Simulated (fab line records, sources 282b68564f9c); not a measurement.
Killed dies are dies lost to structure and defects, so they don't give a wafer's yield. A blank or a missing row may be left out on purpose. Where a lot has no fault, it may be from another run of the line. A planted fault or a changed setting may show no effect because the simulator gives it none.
fab line records	flow rit-cmos
[record] lots = 5	wafers = 23
route steps=202 shown ACTIVE@9 NWELL@36 PWELL@44 WELLDRIVE@50 GATE@81 SPACER@128 M1@202
start-h: start of the lot's first displayed wafer, in hours after the record's first day	wait-h: how many hours have passed since the lot's step before this one	" identical to the entry in the row above	L1.1+2: a row that stands for several wafers	- value missing, or start not given	* or withheld: withheld	< > ~ a bound
route shown NAME@n: names a module that has steps shown in the file, with the first one's number in the route	usual: the fault-free wafers' mean and standard deviation	same: alike in all rows	chamber/n: place in a boat	sites: readings site by site	_std_site: standard deviation of those values	_edge_site: mean of outer sites minus mean of inner sites	radius-mm: for every site, how far away it sits from the centre of the wafer	mask NAME#n: copy n	behind: tool/chamber where the wafer was last shaped	hold: what put the lot on hold/how long, in hours/how the hold closed	device: transistor that didn't switch, given as n, p or np	end of line: at the end of the route, the tests of the same wafers	step lacking rows: just its recipe	killed: count of dies lost to structure and defects at first sort (not the wafer's yield)	map: the dies of a wafer, with x for killed, . for not killed, _ for no die there
set.NAME: the setting that was run; set.NAME@STEP: the one run at that earlier step	model.NAME: the simulator's own value behind a step, which no gauge read
lots with deliberately changed settings; one table per step, one row per wafer
[[steps]]
[step RIT_ACTIVE_EXPOSE_08]
[recipe] mask-id = M1	na = 0.6	source-shape = conventional	sigma-outer = 0.6	target-cd-nm = 1400	dose-mj = 225
lot.wafer	tool	chamber	start-h	wait-h	mask	set.dose-mj
L076.1+3+6	iline-stepper-01	0	25.55	0.2	M1#0	225
L077.1+3+4+5+6	iline-stepper-02	0	29.16	0.2	M1#0	225
L078.1+3+5	iline-stepper-01	0	34.17	0.3	M1#0	225
L078.2+4	"	0	"	"	M1#0	238.4
L080.1+2+3+5+6	iline-stepper-02	0	44.68	0.1	M1#0	225
L084.1+2+5	iline-stepper-01	0	65.49	0.1	M1#0	229.9
L084.3+4	"	0	"	"	M1#0	225
[step RIT_ACTIVE_DEVELOP_10]
[recipe] resist = NOVOLAK	develop-time-s = 50	dev-temp-c = 23
lot.wafer	tool	chamber	start-h	wait-h	set.develop-time-s
L076.1+3+6	litho-track-04	0	-	-	50
L077.1+3+5	litho-track-02	0	-	-	50
L077.4+6	"	0	"	"	56.67
L078.1+2+4	litho-track-04	0	-	-	50
L078.3+5	"	0	"	"	44.04
L080.1+3+5	litho-track-03	0	-	-	50
L080.2+6	"	0	"	"	47.72
L084.1+2+4	litho-track-03	0	-	-	44.19
L084.3+5	"	0	"	"	50
[step RIT_ACTIVE_CD_MEAS_11]
[recipe] target-cd-nm = 1400
[usual] cd-nm = 1401/3.3
lot.wafer	tool	chamber	start-h	wait-h	set.dose-mj@ACTIVE_EXPOSE_08	set.develop-time-s@ACTIVE_DEVELOP_10	cd-nm
L076.1	cd-sem-02	-	25.95	-	225	50	1400
L076.3	"	-	"	"	225	50	1399
L076.6	"	-	"	"	225	50	1401
L077.1	cd-sem-01	-	29.56	-	225	50	1403
L077.3	"	-	"	"	225	50	1406
L077.4	"	-	"	"	225	56.67	1392
L077.5	"	-	"	"	225	50	1404
L077.6	"	-	"	"	225	56.67	1392
L078.1	cd-sem-02	-	34.57	-	225	50	1401
L078.2	"	-	"	"	238.4	50	1384
L078.3	"	-	"	"	225	44.04	1414
L078.4	"	-	"	"	238.4	50	1383
L078.5	"	-	"	"	225	44.04	1413
L080.1	cd-sem-02	-	45.09	-	225	50	1405
L080.2	"	-	"	"	225	47.72	1410
L080.3	"	-	"	"	225	50	1407
L080.5	"	-	"	"	225	50	1404
L080.6	"	-	"	"	225	47.72	1410
L084.1	cd-sem-02	-	65.92	-	229.9	44.19	1413
L084.2	"	-	"	"	229.9	44.19	1410
L084.3	"	-	"	"	225	50	1407
L084.4	"	-	"	"	225	44.19	1418
L084.5	"	-	"	"	229.9	50	1399
[step RIT_ACTIVE_ETCH_13]
[recipe] stop-on = SiO2	chemistry = SF6	target = Si3N4	time-s = 210	over-etch-frac = 0.4	SF6_flow_sccm = 200	pressure-mtorr = 260	rf-w = 125	target-depth-a = 2100
lot.wafer	tool	chamber	start-h	wait-h	set.over-etch-frac
L076.1+3+6	rie-diel-01	2,3,3	26.29	0.1	0.4
L077.1+5	rie-diel-02	2,1	30.00	0.1	0.4301
L077.3+4+6	"	1,0,0	"	"	0.4
L078.1+5	rie-diel-01	1	34.84	0.1	0.4484
L078.2+3+4	"	3,2,2	"	"	0.4
L080.1+2+5	rie-diel-04	3,1,2	45.36	0.1	0.4556
L080.3+6	"	0,3	"	"	0.4
L084.1+2+3	rie-diel-02	1,3,0	66.31	0.1	0.3032
L084.4+5	"	3,0	"	"	0.4
[step RIT_ACTIVE_STRIP_14]
[recipe] chemistry = O2	time-s = 180	resist = NOVOLAK	platen-temp-c = withheld	power-w = 500	pressure-mtorr = 4000	o2-flow-sccm = 4000
[step RIT_ACTIVE_CD_MEAS_90]
[recipe] target-cd-nm = 1400
[usual] cd-nm = 1401/3.3
lot.wafer	tool	chamber	start-h	wait-h	set.dose-mj@ACTIVE_EXPOSE_08	set.develop-time-s@ACTIVE_DEVELOP_10	cd-nm
L076.1	cd-sem-01	-	26.60	0.1	225	50	1400
L076.3	"	-	"	"	225	50	1399
L076.6	"	-	"	"	225	50	1401
L077.1	cd-sem-02	-	30.31	0.1	225	50	1403
L077.3	"	-	"	"	225	50	1405
L077.4	"	-	"	"	225	56.67	1392
L077.5	"	-	"	"	225	50	1405
L077.6	"	-	"	"	225	56.67	1393
L078.1	cd-sem-02	-	35.15	0.1	225	50	1400
L078.2	"	-	"	"	238.4	50	1384
L078.3	"	-	"	"	225	44.04	1414
L078.4	"	-	"	"	238.4	50	1383
L078.5	"	-	"	"	225	44.04	1413
L080.1	cd-sem-02	-	50.16	4.6	225	50	1405
L080.2	"	-	"	"	225	47.72	1410
L080.3	"	-	"	"	225	50	1408
L080.5	"	-	"	"	225	50	1404
L080.6	"	-	"	"	225	47.72	1410
L084.1	cd-sem-02	-	66.62	0.1	229.9	44.19	1413
L084.2	"	-	"	"	229.9	44.19	1410
L084.3	"	-	"	"	225	50	1407
L084.4	"	-	"	"	225	44.19	1417
L084.5	"	-	"	"	229.9	50	1398
[step RIT_NWELL_IMPLANT_08]
[recipe] species = P	energy-kev = 170	dose-cm2 = 5e+13	tilt-deg = 7
lot.wafer	tool	chamber	start-h	wait-h	set.dose-cm2
L076.1+3+6	implanter-01	0	33.48	0.2	5e+13
L077.1+4+5	implanter-02	0	36.09	0.2	5e+13
L077.3+6	"	0	"	"	4.637e+13
L078.1+2+3+4+5	implanter-02	0	42.99	0.2	5e+13
L080.1+5	implanter-02	0	55.68	0.2	5e+13
L080.2+3+6	"	0	"	"	4.654e+13
L084.1+3+5	implanter-02	0	72.14	0.2	4.748e+13
L084.2+4	"	0	"	"	5e+13
[step RIT_NWELL_STRIP_09]
[recipe] chemistry = O2	time-s = 180	resist = NOVOLAK	platen-temp-c = withheld	power-w = 500	pressure-mtorr = 4000	o2-flow-sccm = 4000
[step RIT_NWELL_TW_MEAS_10]
[usual] NWELL_TW = 2157/22
lot.wafer	tool	chamber	start-h	wait-h	set.dose-cm2@NWELL_IMPLANT_08	NWELL_TW
L076.1	film-metro-03	-	33.81	0.1	5e+13	2135
L076.3	"	-	"	"	5e+13	2147
L076.6	"	-	"	"	5e+13	2140
L077.1	film-metro-03	-	36.42	0.1	5e+13	2135
L077.3	"	-	"	"	4.637e+13	2076
L077.4	"	-	"	"	5e+13	2139
L077.5	"	-	"	"	5e+13	2148
L077.6	"	-	"	"	4.637e+13	2097
L078.1	film-metro-03	-	43.32	0.1	5e+13	2134
L078.2	"	-	"	"	5e+13	2139
L078.3	"	-	"	"	5e+13	2146
L078.4	"	-	"	"	5e+13	2144
L078.5	"	-	"	"	5e+13	2140
L080.1	film-metro-04	-	56.00	0.1	5e+13	2178
L080.2	"	-	"	"	4.654e+13	2116
L080.3	"	-	"	"	4.654e+13	2132
L080.5	"	-	"	"	5e+13	2182
L080.6	"	-	"	"	4.654e+13	2128
L084.1	film-metro-04	-	72.47	0.1	4.748e+13	2140
L084.2	"	-	"	"	5e+13	2164
L084.3	"	-	"	"	4.748e+13	2138
L084.4	"	-	"	"	5e+13	2166
L084.5	"	-	"	"	4.748e+13	2148
[step RIT_PWELL_DEVELOP_05]
[recipe] resist = NOVOLAK	develop-time-s = 68	dev-temp-c = 23
lot.wafer	tool	chamber	start-h	wait-h	set.dev-temp-c
L076.1+3+6	litho-track-04	0	-	-	23
L077.1+6	litho-track-01	0	-	-	23
L077.3+4+5	"	0	"	"	24.42
L078.1+4	litho-track-01	0	-	-	26.58
L078.2+3+5	"	0	"	"	23
L080.1+2+6	litho-track-04	0	-	-	24.91
L080.3+5	"	0	"	"	23
L084.1+3+4	litho-track-03	0	-	-	20.75
L084.2+5	"	0	"	"	23
[step RIT_PWELL_HARDBAKE_07]
[recipe] resist = NOVOLAK	temp-c = 140	time-s = 120
[step RIT_WELLDRIVE_ANNEAL_00]
[recipe] temp-c = 1100	time-s = 14700	ambient = N2
[step RIT_WELLDRIVE_RS_MEAS_01]
[recipe] thk-meas-gauge = four-point-probe
[usual] NWELL_RS = 275.7/0.69
lot.wafer	tool	chamber	start-h	wait-h	set.dose-cm2@NWELL_IMPLANT_08	NWELL_RS[ohm/sq]
L076.1	film-metro-03	-	41.56	0.0	5e+13	275.4
L076.3	"	-	"	"	5e+13	274.9
L076.6	"	-	"	"	5e+13	275.1
L077.1	film-metro-01	-	43.29	0.0	5e+13	275.8
L077.3	"	-	"	"	4.637e+13	289.3
L077.4	"	-	"	"	5e+13	275.5
L077.5	"	-	"	"	5e+13	275.2
L077.6	"	-	"	"	4.637e+13	288.5
L078.1	film-metro-03	-	50.41	0.0	5e+13	274.8
L078.2	"	-	"	"	5e+13	275.7
L078.3	"	-	"	"	5e+13	276.3
L078.4	"	-	"	"	5e+13	275.7
L078.5	"	-	"	"	5e+13	276.6
L080.1	film-metro-04	-	62.98	0.0	5e+13	275.9
L080.2	"	-	"	"	4.654e+13	288.5
L080.3	"	-	"	"	4.654e+13	287.5
L080.5	"	-	"	"	5e+13	276.1
L080.6	"	-	"	"	4.654e+13	287.5
L084.1	film-metro-04	-	79.97	0.0	4.748e+13	285.4
L084.2	"	-	"	"	5e+13	276.5
L084.3	"	-	"	"	4.748e+13	284.9
L084.4	"	-	"	"	5e+13	277.2
L084.5	"	-	"	"	4.748e+13	285.2
[step RIT_GATE_OXIDATION_05]
[recipe] temp-c = 900	ambient = O2	target-thk-a = 30	ox-time-s = 270
lot.wafer	tool	chamber	start-h	wait-h	set.ox-time-s	model.SiO2_of_GATE_OXIDATION_05.thk-nm
L076.1	furnace-01	0	45.50	0.1	270	2.91
L076.3	"	0	"	"	270	2.872
L076.6	"	0	"	"	270	2.873
L077.1	-	-	-	0.1	241.3	2.721
L077.3	"	-	"	"	241.3	2.734
L077.4	"	-	"	"	241.3	2.738
L077.5	"	-	"	"	241.3	2.722
L077.6	"	-	"	"	241.3	2.693
L078.1	-	-	-	0.5	301.8	3.361
L078.2	"	-	"	"	301.8	3.311
L078.3	"	-	"	"	301.8	3.295
L078.4	"	-	"	"	301.8	3.333
L078.5	"	-	"	"	301.8	3.342
L080.1	-	-	-	0.1	270	2.891
L080.2	"	-	"	"	270	2.903
L080.3	"	-	"	"	270	2.908
L080.5	"	-	"	"	270	2.855
L080.6	"	-	"	"	270	2.912
L084.1	-	-	-	0.1	270	3.027
L084.2	"	-	"	"	270	3.01
L084.3	"	-	"	"	270	3.073
L084.4	"	-	"	"	270	3.044
L084.5	"	-	"	"	270	3.086
[step RIT_GATE_COAT_11]
[recipe] resist = NOVOLAK	spin-rpm = 4250	resist-thk-nm = 850
lot.wafer	tool	chamber	start-h	wait-h	set.resist-thk-nm	model.NOVOLAK_of_GATE_COAT_11.thk-nm
L076.1	litho-track-02	0	48.71	0.1	850	848.2
L076.3	"	0	"	"	850	848.5
L076.6	"	0	"	"	850	847.6
L077.1	litho-track-02	0	50.64	0.1	850	851.5
L077.3	"	0	"	"	850	852.6
L077.4	"	0	"	"	850	849.9
L077.5+6	"	0	"	"	850	850.9
L078.1	litho-track-01	0	58.06	0.1	865	869.2
L078.2	"	0	"	"	865	871.4
L078.3	"	0	"	"	850	853.5
L078.4	"	0	"	"	865	867.1
L078.5	"	0	"	"	850	852.7
L080.1	litho-track-04	0	70.25	0.1	891	887.8
L080.2	"	0	"	"	850	850.7
L080.3	"	0	"	"	891	891.9
L080.5	"	0	"	"	850	852.1
L080.6	"	0	"	"	891	888.2
L084.1	litho-track-02	0	87.85	0.1	824.2	826.5
L084.2	"	0	"	"	824.2	827.5
L084.3	"	0	"	"	824.2	825.5
L084.4	"	0	"	"	850	852.1
L084.5	"	0	"	"	850	853.9
[step RIT_GATE_DEVELOP_15]
[recipe] resist = NOVOLAK	develop-time-s = 50	dev-temp-c = 23
lot.wafer	tool	chamber	start-h	wait-h	set.develop-time-s
L076.1+3+6	litho-track-01	0	-	-	50
L077.1+3+4+5+6	litho-track-04	0	-	-	50
L078.1+2	litho-track-02	0	-	-	55.23
L078.3+4+5	"	0	"	"	50
L080.1+2+3+5+6	litho-track-01	0	-	-	50
L084.1+2+4	litho-track-04	0	-	-	50
L084.3+5	"	0	"	"	52.02
[step RIT_GATE_HARDBAKE_18]
[recipe] resist = NOVOLAK	temp-c = 140	time-s = 60
lot.wafer	tool	chamber	start-h	wait-h	set.resist-thk-nm@GATE_COAT_11	model.NOVOLAK_of_GATE_COAT_11.thk-nm
L076.1	litho-track-04	0	50.80	0.0	850	750.9
L076.3	"	0	"	"	850	751.2
L076.6	"	0	"	"	850	750.4
L077.1	litho-track-01	0	51.59	0.0	850	753.7
L077.3	"	0	"	"	850	754.8
L077.4	"	0	"	"	850	752.3
L077.5+6	"	0	"	"	850	753.2
L078.1	litho-track-01	0	59.04	0.0	865	769.2
L078.2	"	0	"	"	865	771.3
L078.3	"	0	"	"	850	755.5
L078.4	"	0	"	"	865	767.4
L078.5	"	0	"	"	850	754.9
L080.1	litho-track-01	0	71.23	0.0	891	785.5
L080.2	"	0	"	"	850	753
L080.3	"	0	"	"	891	789.2
L080.5	"	0	"	"	850	754.4
L080.6	"	0	"	"	891	785.9
L084.1	litho-track-02	0	88.83	0.0	824.2	732
L084.2	"	0	"	"	824.2	732.7
L084.3	"	0	"	"	824.2	731.1
L084.4	"	0	"	"	850	754.3
L084.5	"	0	"	"	850	755.9
[step RIT_GATE_ETCH_19]
[recipe] chemistry = SF6/CHF3/O2	time-s = 165	SF6_flow_sccm = 30	CHF3_flow_sccm = 30	O2_flow_sccm = 5	target = poly-Si	pressure-mtorr = 40	rf-w = 160	target-depth-a = 3125	over-etch-frac = 0.25	stop-on = SiO2
lot.wafer	tool	chamber	start-h	wait-h	set.over-etch-frac	set.resist-thk-nm@GATE_COAT_11	set.develop-time-s@GATE_DEVELOP_15	model.NOVOLAK_of_GATE_COAT_11.thk-nm	model.GATE.cd-nm
L076.1	rie-si-01	3	50.95	0.1	0.25	850	50	668.6	149.4
L076.3	"	1	"	"	0.25	850	50	671.1	152.4
L076.6	"	1	"	"	0.25	850	50	670.6	150.6
L077.1	rie-si-02	2	51.74	0.1	0.25	850	50	670.6	151.1
L077.3	"	1	"	"	0.288	850	50	669.4	150.7
L077.4	"	3	"	"	0.25	850	50	670.2	152.9
L077.5	"	2	"	"	0.25	850	50	670.3	151.1
L077.6	"	1	"	"	0.288	850	50	667.7	148.4
L078.1	rie-si-01	2	59.19	0.1	0.3086	865	55.23	687.1	134.6
L078.2	"	1	"	"	0.25	865	55.23	690.5	138.3
L078.3	"	3	"	"	0.3086	850	50	668.6	151.2
L078.4	"	1	"	"	0.25	865	50	686.6	154
L078.5	"	2	"	"	0.3086	850	50	673.1	151.1
L080.1	rie-si-01	1	71.38	0.1	0.25	891	50	704.5	156.6
L080.2	"	0	"	"	0.25	850	50	669.5	150.4
L080.3	"	3	"	"	0.2977	891	50	703.4	157.4
L080.5	"	1	"	"	0.2977	850	50	669.5	151.1
L080.6	"	2	"	"	0.2977	891	50	704.9	157.8
L084.1	rie-si-01	1	88.98	0.1	0.25	824.2	50	650.9	145.7
L084.2	"	0	"	"	0.187	824.2	50	653.8	147.7
L084.3	"	2	"	"	0.187	824.2	52.02	657.1	137.8
L084.4	"	3	"	"	0.25	850	50	671.3	151.7
L084.5	"	1	"	"	0.187	850	52.02	678.6	145
[step RIT_GATE_STRIP_20]
[recipe] chemistry = O2	time-s = 180	resist = NOVOLAK	platen-temp-c = withheld	power-w = 500	pressure-mtorr = 4000	o2-flow-sccm = 4000
[step RIT_GATE_CD_MEAS_90]
[recipe] target-cd-nm = 150
[usual] cd-nm = 150.7/1.4
lot.wafer	tool	chamber	start-h	wait-h	set.develop-time-s@GATE_DEVELOP_15	cd-nm
L076.1	cd-sem-02	-	51.32	0.2	50	149.4
L076.3	"	-	"	"	50	152.2
L076.6	"	-	"	"	50	150.5
L077.1	cd-sem-02	-	52.03	0.1	50	151.3
L077.3	"	-	"	"	50	151.0
L077.4	"	-	"	"	50	152.9
L077.5	"	-	"	"	50	151.1
L077.6	"	-	"	"	50	148.3
L078.1	cd-sem-01	-	59.47	0.1	55.23	134.6
L078.2	"	-	"	"	55.23	138.3
L078.3	"	-	"	"	50	151.2
L078.4	"	-	"	"	50	154.7
L078.5	"	-	"	"	50	151.0
L080.1	cd-sem-02	-	71.66	0.1	50	157.0
L080.2	"	-	"	"	50	150.9
L080.3	"	-	"	"	50	156.8
L080.5	"	-	"	"	50	151.5
L080.6	"	-	"	"	50	158.2
L084.1	cd-sem-01	-	89.27	0.1	50	145.4
L084.2	"	-	"	"	50	148.0
L084.3	"	-	"	"	52.02	138.1
L084.4	"	-	"	"	50	151.9
L084.5	"	-	"	"	52.02	145.0
[step RIT_SPACER_CVD_03]
[recipe] material = Si3N4	target-thk-nm = 250	temp-c = 810	precursor = SiH2Cl2/NH3	time-s = 3300	pressure-mtorr = 300	sih2cl2-flow-sccm = 60	nh3-flow-sccm = 150
lot.wafer	tool	chamber	start-h	wait-h	set.time-s	model.Si3N4_of_SPACER_CVD_03.thk-nm
L076.1	lpcvd-02	0	58.97	0.5	3300	251.1
L076.3	"	0	"	"	3300	249.4
L076.6	"	0	"	"	3300	251.8
L077.1	-	-	-	1.3	3562	269.3
L077.3+6	"	-	"	"	3562	268.5
L077.4	"	-	"	"	3562	269.6
L077.5	"	-	"	"	3562	269.5
L078.1	-	-	-	0.0	3772	282.2
L078.2	"	-	"	"	3772	282.4
L078.3	"	-	"	"	3772	281.6
L078.4	"	-	"	"	3772	281.2
L078.5	"	-	"	"	3772	282.1
L080.1	-	-	-	0.0	2826	211.9
L080.2	"	-	"	"	2826	211.7
L080.3	"	-	"	"	2826	212.6
L080.5	"	-	"	"	2826	209.6
L080.6	"	-	"	"	2826	210.6
L084.1	-	-	-	0.0	3300	248.7
L084.2	"	-	"	"	3300	250.1
L084.3	"	-	"	"	3300	247.7
L084.4	"	-	"	"	3300	249
L084.5	"	-	"	"	3300	247.9
[step RIT_SPACER_THK_MEAS_04]
[recipe] reads = Si3N4_of_SPACER_CVD_03
[usual] SPACER_NITRIDE_THK = 249/3.1
lot.wafer	tool	chamber	start-h	wait-h	set.time-s@SPACER_CVD_03	SPACER_NITRIDE_THK[nm]
L076.1	film-metro-02	-	60.89	0.0	3300	251
L076.3	"	-	"	"	3300	249
L076.6	"	-	"	"	3300	252
L077.1	film-metro-02	-	-	-	3562	269
L077.3	"	-	"	"	3562	269
L077.4	"	-	"	"	3562	269
L077.5	"	-	"	"	3562	270
L077.6	"	-	"	"	3562	268
L078.1	film-metro-02	-	-	-	3772	282
L078.2	"	-	"	"	3772	283
L078.3	"	-	"	"	3772	281
L078.4	"	-	"	"	3772	281
L078.5	"	-	"	"	3772	282
L080.1	film-metro-03	-	-	-	2826	212
L080.2	"	-	"	"	2826	212
L080.3	"	-	"	"	2826	213
L080.5	"	-	"	"	2826	210
L080.6	"	-	"	"	2826	211
L084.1	film-metro-01	-	-	-	3300	249
L084.2	"	-	"	"	3300	250
L084.3	"	-	"	"	3300	248
L084.4	"	-	"	"	3300	249
L084.5	"	-	"	"	3300	248
[step RIT_SPACER_ETCHBACK_05]
[recipe] target-depth-a = 2500	SF6_flow_sccm = 30	CHF3_flow_sccm = 30	target = Si3N4	chemistry = SF6/CHF3	pressure-mtorr = 40	rf-w = 250	time-s = 240	stop-on = SiO2
[usual] oes-product-au = 0.838/0.017
lot.wafer	tool	chamber	start-h	wait-h	set.time-s@SPACER_CVD_03	oes-product-au	model.etch.depth-nm	model.Si3N4_of_SPACER_CVD_03.thk-nm
L076.1	rie-diel-04	2	60.95	0.1	3300	0.825	251.1	195
L076.3	"	0	"	"	3300	0.841	249.4	195.3
L076.6	"	2	"	"	3300	0.825	251.8	195.2
L077.1	rie-diel-03	3	62.86	0.1	3562	0.899	269.3	210.4
L077.3	"	0	"	"	3562	0.898	268.5	211.6
L077.4	"	1	"	"	3562	0.878	269.6	211.7
L077.5	"	1	"	"	3562	0.875	269.5	211.6
L077.6	"	2	"	"	3562	0.883	268.5	211.6
L078.1	rie-diel-03	1	67.77	0.1	3772	0.892	282.2	222.2
L078.2	"	3	"	"	3772	0.923	282.4	220.6
L078.3	"	2	"	"	3772	0.922	281.6	221.7
L078.4	"	0	"	"	3772	0.923	281.2	221.6
L078.5	"	3	"	"	3772	0.919	282.1	220.7
L080.1	rie-diel-03	2	81.25	0.1	2826	0.761	211.9	166.7
L080.2	"	1	"	"	2826	0.739	211.7	166.4
L080.3	"	2	"	"	2826	0.744	212.6	167.2
L080.5	"	1	"	"	2826	0.728	209.6	164.8
L080.6	"	2	"	"	2826	0.748	210.6	166.1
L084.1	rie-diel-03	0	98.86	0.1	3300	0.852	248.7	195.3
L084.2	"	2	"	"	3300	0.845	250.1	196.7
L084.3	"	1	"	"	3300	0.821	247.7	194
L084.4	"	2	"	"	3300	0.844	249	196
L084.5	"	1	"	"	3300	0.817	247.9	193.7
[step RIT_M1_PROBE_99]
lot.wafer	tool	chamber	start-h	wait-h	set.develop-time-s@GATE_DEVELOP_15	set.time-s@SPACER_CVD_03	model.etest.nmos_0p15.drive-ua-um	model.etest.nplus-sal.width-nm	model.etest.pplus-sal.width-nm
L076.1	prober-02	-	72.36	0.1	50	3300	476.6	3446	3448
L076.3	prober-02	-	72.46	0.2	50	3300	472.7	3470	3435
L076.6	prober-02	-	72.61	0.2	50	3300	476.5	3464	3468
L077.1	prober-01	-	74.89	0.1	50	3562	509.5	3416	3424
L077.3	prober-01	-	74.99	0.2	50	3562	510	3411	3398
L077.4	prober-01	-	75.04	0.2	50	3562	500.3	3389	3391
L077.5	prober-01	-	75.09	0.2	50	3562	512.9	3410	3424
L077.6	prober-01	-	75.14	0.2	50	3562	522.2	3392	3400
L078.1	prober-02	-	79.26	0.1	55.23	3772	478.9	3363	3365
L078.2	prober-02	-	79.31	0.1	55.23	3772	472.2	3382	3379
L078.3	prober-02	-	79.36	0.2	50	3772	416.2	3396	3378
L078.4	prober-02	-	79.41	0.2	50	3772	406.8	3370	3357
L078.5	prober-02	-	79.46	0.2	50	3772	409.8	3389	3407
L080.1	prober-01	-	94.01	0.4	50	2826	444.2	3512	3512
L080.2	prober-01	-	94.06	0.4	50	2826	464	3521	3523
L080.3	prober-01	-	94.11	0.4	50	2826	440.1	3506	3534
L080.5	prober-01	-	94.21	0.5	50	2826	468.7	3520	3515
L080.6	prober-01	-	94.26	0.5	50	2826	439.7	3501	3538
L084.1	prober-02	-	109.96	0.1	50	3300	481.9	3469	3476
L084.2	prober-02	-	110.01	0.1	50	3300	475.1	3458	3447
L084.3	prober-02	-	110.06	0.2	52.02	3300	510.3	3448	3453
L084.4	prober-02	-	110.11	0.2	50	3300	453.4	3441	3460
L084.5	prober-02	-	110.16	0.2	52.02	3300	479.2	3446	3453
// killed by level:class
L076.1 FOX1:geometric-particle:short=2 GATE:geometric-particle:short=2 SILICIDE:geometric-particle:open=2 GATE:geometric-particle:open=1 SPACER:geometric-particle:open=1 SILICIDE:geometric-particle:short=1
L076.3 GATE:geometric-particle:open=3 FOX1:geometric-particle:short=2 FOX1:geometric-particle:open=1 GATE:geometric-particle:short=1 SPACER:geometric-particle:open=1
L076.6 FOX1:geometric-particle:open=1 GATE:geometric-particle:short=1 GATE:geometric-particle:open=1 REOX:geometric-particle:short=1 SPACER:geometric-particle:open=1 SPACER:geometric-particle:short=1
[[key]]
[split] step = RIT_ACTIVE_EXPOSE_08	setting = dose-mj	stated = 225	by = wafer
[response] step = RIT_ACTIVE_CD_MEAS_11	reading = cd-nm	slope = -3.11	per = 1%	together-with = develop-time-s@ACTIVE_DEVELOP_10	explained = 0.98
[response] step = RIT_ACTIVE_CD_MEAS_90	reading = cd-nm	slope = -3.03	per = 1%	together-with = develop-time-s@ACTIVE_DEVELOP_10	explained = 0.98
[split] step = RIT_ACTIVE_DEVELOP_10	setting = develop-time-s	stated = 50	by = wafer
[response] step = RIT_ACTIVE_CD_MEAS_11	reading = cd-nm	slope = -0.977	per = 1%	together-with = dose-mj@ACTIVE_EXPOSE_08	explained = 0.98
[response] step = RIT_ACTIVE_CD_MEAS_90	reading = cd-nm	slope = -0.986	per = 1%	together-with = dose-mj@ACTIVE_EXPOSE_08	explained = 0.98
[split] step = RIT_ACTIVE_ETCH_13	setting = over-etch-frac	stated = 0.4	by = wafer
response none clear
[split] step = RIT_NWELL_IMPLANT_08	setting = dose-cm2	stated = 5e+13	by = wafer
[response] step = RIT_NWELL_TW_MEAS_10	reading = NWELL_TW	change = +7.05	per = 1%	r = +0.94
[response] step = RIT_WELLDRIVE_RS_MEAS_01	reading = NWELL_RS	change = -1.75	per = 1%	r = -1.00
[split] step = RIT_PWELL_DEVELOP_05	setting = dev-temp-c	stated = 23	by = wafer
response none clear
[split] step = RIT_GATE_OXIDATION_05	setting = ox-time-s	stated = 270	by = lot
[response] step = RIT_GATE_OXIDATION_05	reading = model.SiO2_of_GATE_OXIDATION_05.thk-nm	change = +0.0272	per = 1%	r = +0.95
[split] step = RIT_GATE_COAT_11	setting = resist-thk-nm	stated = 850	by = wafer
[response] step = RIT_GATE_COAT_11	reading = model.NOVOLAK_of_GATE_COAT_11.thk-nm	change = +8.19	per = 1%	r = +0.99
[response] step = RIT_GATE_HARDBAKE_18	reading = model.NOVOLAK_of_GATE_COAT_11.thk-nm	change = +7.17	per = 1%	r = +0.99
[response] step = RIT_GATE_ETCH_19	reading = model.NOVOLAK_of_GATE_COAT_11.thk-nm	change = +7.36	per = 1%	r = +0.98
[split] step = RIT_GATE_DEVELOP_15	setting = develop-time-s	stated = 50	by = wafer
[response] step = RIT_GATE_ETCH_19	reading = model.GATE.cd-nm	change = -1.52	per = 1%	r = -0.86
[response] step = RIT_GATE_CD_MEAS_90	reading = cd-nm	change = -1.54	per = 1%	r = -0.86
[response] step = RIT_M1_PROBE_99	reading = model.etest.nmos_0p15.drive-ua-um	change = +6.17	per = 1%	r = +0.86
[split] step = RIT_GATE_ETCH_19	setting = over-etch-frac	stated = 0.25	by = wafer
response none clear
[split] step = RIT_SPACER_CVD_03	setting = time-s	stated = 3300	by = lot
[response] step = RIT_SPACER_CVD_03	reading = model.Si3N4_of_SPACER_CVD_03.thk-nm	change = +2.49	per = 1%	r = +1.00
[response] step = RIT_SPACER_THK_MEAS_04	reading = SPACER_NITRIDE_THK	change = +2.48	per = 1%	r = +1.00
[response] step = RIT_SPACER_ETCHBACK_05	reading = oes-product-au	change = +0.00609	per = 1%	r = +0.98
[response] step = RIT_SPACER_ETCHBACK_05	reading = model.etch.depth-nm	change = +2.49	per = 1%	r = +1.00
[response] step = RIT_SPACER_ETCHBACK_05	reading = model.Si3N4_of_SPACER_CVD_03.thk-nm	change = +1.95	per = 1%	r = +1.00
[response] step = RIT_M1_PROBE_99	reading = model.etest.nplus-sal.width-nm	change = -4.74	per = 1%	r = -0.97
[response] step = RIT_M1_PROBE_99	reading = model.etest.pplus-sal.width-nm	change = -5.2	per = 1%	r = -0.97
